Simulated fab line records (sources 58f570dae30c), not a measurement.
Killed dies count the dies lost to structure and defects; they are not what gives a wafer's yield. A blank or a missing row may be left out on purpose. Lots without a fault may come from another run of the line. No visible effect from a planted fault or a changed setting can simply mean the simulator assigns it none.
What tool caused it?    flow berkeley_cmos170    45 wafers from 15 lots sampled at 4 of the route's 331 steps

WHAT THE GAUGES READ, wafer by wafer
UCB170_PWELL_THK_MEAS_03. Usual: PWELL_OXIDE_THK typically reads 26.2 nm, with standard deviation 0.48.
lot   measured     on             PWELL_OXIDE_THK (nm)  flag
L226  day 2 20:20  film_metro-01  26.5 26.0 26.5        
L227  day 3 00:41  film_metro-01  26.7 26.3 26.7        
L229  day 3 04:38  film_metro-02  25.9 25.6 25.9        
L238  day 5 03:25  film_metro-02  26.1 26.3 26.1        
L239  day 5 13:15  film_metro-01  25.7 26.4 26.0        
L240  day 5 13:15  film_metro-02  25.5 26.2 25.6        
L241  day 5 18:18  film_metro-02  26.5 26.0 26.1        
L242  day 6 07:43  film_metro-01  25.9 25.6 25.5        
L244  day 6 17:40  film_metro-01  25.4 25.1 25.6        
L245  day 6 17:40  film_metro-04  26.0 26.0 25.7        
L247  day 7 01:11  film_metro-01  27.3 26.9 27.9        
L249  day 7 16:04  film_metro-01  26.6 26.4 26.5        

UCB170_PWELL_TW_MEAS_17. Usual: PWELL_TW typically reads 378.5, with standard deviation 1.7.
lot   measured     on             PWELL_TW           flag
L226  day 3 01:40  film_metro-04  378.6 377.9 376.6  
L227  day 3 06:38  film_metro-02  377.1 374.9 375.7  
L229  day 3 11:07  film_metro-01  377.6 378.5 377.5  
L238  day 5 15:14  film_metro-02  378.6 374.8 376.9  
L239  day 5 23:37  film_metro-01  379.9 381.5 380.0  
L240  day 5 23:12  film_metro-02  377.5 377.3 376.7  
L241  day 6 03:34  film_metro-01  379.1 376.9 378.8  
L242  day 6 14:14  film_metro-02  377.6 378.6 382.0  
L244  day 7 02:47  film_metro-04  374.3 378.5 378.0  
L245  day 7 02:52  film_metro-01  379.4 378.1 378.3  
L247  day 7 08:32  film_metro-04  377.7 375.8 377.2  
L249  day 7 22:34  film_metro-01  378.6 379.0 379.9  

TOOL THAT RAN EACH LOT (tool first, then ch and the chambers of the sampled wafers, then the start)
lot   UCB170_START_ANNEAL_04        UCB170_ZERO_ETCH_06
L226  furnace-03 ch 0, day 1 21:37  rie_diel-02 ch 0,1,2, day 2 00:10
L227  furnace-01 ch 0, day 2 02:28  rie_diel-03 ch 0,2, day 2 04:52
L229  furnace-04 ch 0, day 2 05:29  rie_diel-02 ch 1,2,3, day 2 08:12
L230  furnace-01, day 2 10:49       -
L231  furnace-04, day 2 16:32       -
L232  furnace-03, day 2 20:38       -
L238  furnace-04 ch 0, day 4 04:21  rie_diel-01 ch 0,2, day 4 06:52
L239  furnace-04 ch 0, day 4 08:51  rie_diel-03 ch 1,2,3, day 4 12:00
L240  furnace-04 ch 0, day 4 12:56  rie_diel-01 ch 1,3, day 4 16:37
L241  furnace-01 ch 0, day 4 16:51  rie_diel-02 ch 2,3, day 4 19:42
L242  furnace-04 ch 0, day 4 23:26  rie_diel-02 ch 0,2, day 5 01:37
L244  furnace-04 ch 0, day 5 11:22  rie_diel-02 ch 0,1,3, day 5 13:32
L245  furnace-01 ch 0, day 5 19:05  rie_diel-01 ch 0,2,3, day 5 21:53
L247  furnace-04 ch 0, day 6 02:44  rie_diel-02 ch 0,1,3, day 6 05:13
L249  furnace-03 ch 0, day 6 09:56  rie_diel-03 ch 1,2,3, day 6 12:07
- UCB170_START_ANNEAL_04: time 1200 s.
- UCB170_ZERO_ETCH_06: etches SiO2 in CHF3/CF4/Ar, time 12 s.

WHAT THE TOOLS THEMSELVES READ (means of the sampled wafers that have a number; where no wafer has one, the mark that the record gives instead)
UCB170_START_ANNEAL_04. Usual: spike_tc_centre_C 951.4 C, standard deviation 1.1; spike_tc_load_C 979 C, standard deviation 5.6.
lot   tool        spike_tc_centre_C (C)  spike_tc_load_C (C)  flag
L226  furnace-03  951.1                  974                  
L227  furnace-01  950.9                  972                  
L229  furnace-04  951.2                  985                  
L230  furnace-01  -                      -                    OFF
L231  furnace-04  -                      -                    OFF
L232  furnace-03  -                      -                    OFF
L238  furnace-04  951.0                  984                  
L239  furnace-04  951.3                  984                  
L240  furnace-04  951.6                  985                  
L241  furnace-01  951.0                  972                  
L242  furnace-04  951.8                  984                  
L244  furnace-04  950.7                  984                  
L245  furnace-01  950.1                  972                  
L247  furnace-04  950.0                  984                  
L249  furnace-03  952.6                  974                  

UCB170_ZERO_ETCH_06. Usual: drypump_motor_current_A 5.7 A, standard deviation 0.4; oes_product_au 0.617 a.u., standard deviation 0.01; throttle_valve_pct 9.17 %, standard deviation 0.13.
lot   tool         drypump_motor_current_A (A)  oes_product_au (a.u.)  throttle_valve_pct (%)  flag
L226  rie_diel-02  5.5                          0.623                  9.08                    
L227  rie_diel-03  6.0                          0.614                  9.24                    
L229  rie_diel-02  5.6                          0.626                  9.11                    
L238  rie_diel-01  5.7                          0.606                  9.19                    
L239  rie_diel-03  5.5                          0.615                  9.31                    
L240  rie_diel-01  5.7                          0.610                  9.04                    
L241  rie_diel-02  5.3                          0.627                  9.14                    
L242  rie_diel-02  5.3                          0.623                  9.15                    
L244  rie_diel-02  5.7                          0.628                  9.13                    
L245  rie_diel-01  5.7                          0.609                  9.16                    
L247  rie_diel-02  5.7                          0.622                  9.13                    
L249  rie_diel-03  5.5                          0.614                  9.33                    

THE ANSWER, worked out from the rows above alone
Rule: a lot counts as off when the mean over its wafers that have a number is more than 3 standard deviations away from the usual mean. Also off: a lot with no number at a reading for which 4 or more lots have one. Any other lot the step has rows for is counted as sound. The gauges are gone through in route order, then the tools' own readings, and for those a lot's mean is taken as printed above. At the first step where some lot is off, the reading lying furthest off is the one used; lots without a number count as furthest.
Off at UCB170_START_ANNEAL_04 (spike_tc_centre_C): L230, L231, L232. Without a number there: L230, L231, L232.
A tool fits if, at that step or a process step before it, it ran every lot that is off, and no sound lot after the first of them. None of those tried fits.

WHAT THE SIMULATOR HAD PUT IN
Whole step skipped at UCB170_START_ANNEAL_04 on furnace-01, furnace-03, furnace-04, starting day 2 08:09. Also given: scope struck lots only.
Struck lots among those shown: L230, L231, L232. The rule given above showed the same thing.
